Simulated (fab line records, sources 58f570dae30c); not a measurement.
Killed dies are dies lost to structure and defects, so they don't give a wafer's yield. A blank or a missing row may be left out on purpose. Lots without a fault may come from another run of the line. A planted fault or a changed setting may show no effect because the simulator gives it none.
Chamber matching | flow berkeley_cmos170 | UCB170_V2_CMP_02 on cmp-01: 4 sister chambers
The step polishes SiO2. 14 wafers are shown with their chamber, then 7 later ones without.

WAFERS WITH THEIR CHAMBER
wafer  | chamber | motor_current_A (A) | head_pressure_psi (psi)
L705.1 | 3       | 16.1                | 6.003
L705.2 | 0       | 18.6                | 5.991
L705.3 | 2       | 13.9                | 6.009
L710.3 | 0       | 17.5                | 5.993
L710.4 | 1       | 13.6                | 6.005
L710.6 | 3       | 16.4                | 5.991
L716.1 | 3       | 15.6                | 6.011
L716.3 | 0       | 17.9                | 5.994
L716.4 | 1       | 13.9                | 6.002
L717.1 | 1       | 13.3                | 5.973
L717.4 | 0       | 17.9                | 5.986
L717.6 | 0       | 18.1                | 6.009
L720.2 | 0       | 17.8                | 6.011
L720.3 | 3       | 16.4                | 6.005

SIGNATURES (means of the wafers above)
reading           | chamber 0 | chamber 1 | chamber 2 | chamber 3 | scatter within a chamber
motor_current_A   | 17.967    | 13.600    | 13.900    | 16.125    | 0.358
head_pressure_psi | 5.99733   | 5.99333   | 6.00900   | 6.00250   | 0.0116
Rule: a wafer's distance from a chamber is the root of the sum, over the readings, of the square of ((its reading less the chamber's mean) divided by the reading's scatter). The wafer belongs to the nearest chamber; if the next one is less than 2 further off, it can't be placed. The scatter: the root of (the sum of the squares of (reading less its chamber's mean) over the shown wafers, divided by (wafers less chambers)).

WAFERS WITHOUT THEIR CHAMBER
wafer  | motor_current_A (A) | head_pressure_psi (psi)
L720.6 | 13.3                | 6.010
L727.2 | 12.4                | 5.982
L727.5 | 16.4                | 6.003
L727.6 | 18.9                | 5.991
L728.1 | 13.7                | 5.994
L728.2 | 16.5                | 5.996
L728.6 | 17.1                | 6.018

WHICH CHAMBER EACH WENT THROUGH
wafer  | from the rows above     | in truth
L720.6 | can't be placed: 1 or 2 | 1
L727.2 | can't be placed: 1 or 2 | 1
L727.5 | 3                       | 3
L727.6 | 0                       | 0
L728.1 | can't be placed: 1 or 2 | 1
L728.2 | 3                       | 3
L728.6 | can't be placed: 0 or 3 | 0
Placed correctly: 3 of 7. Can't be placed from these rows: 4 (the true chamber is among the candidates in 4). Placed wrongly: 0.
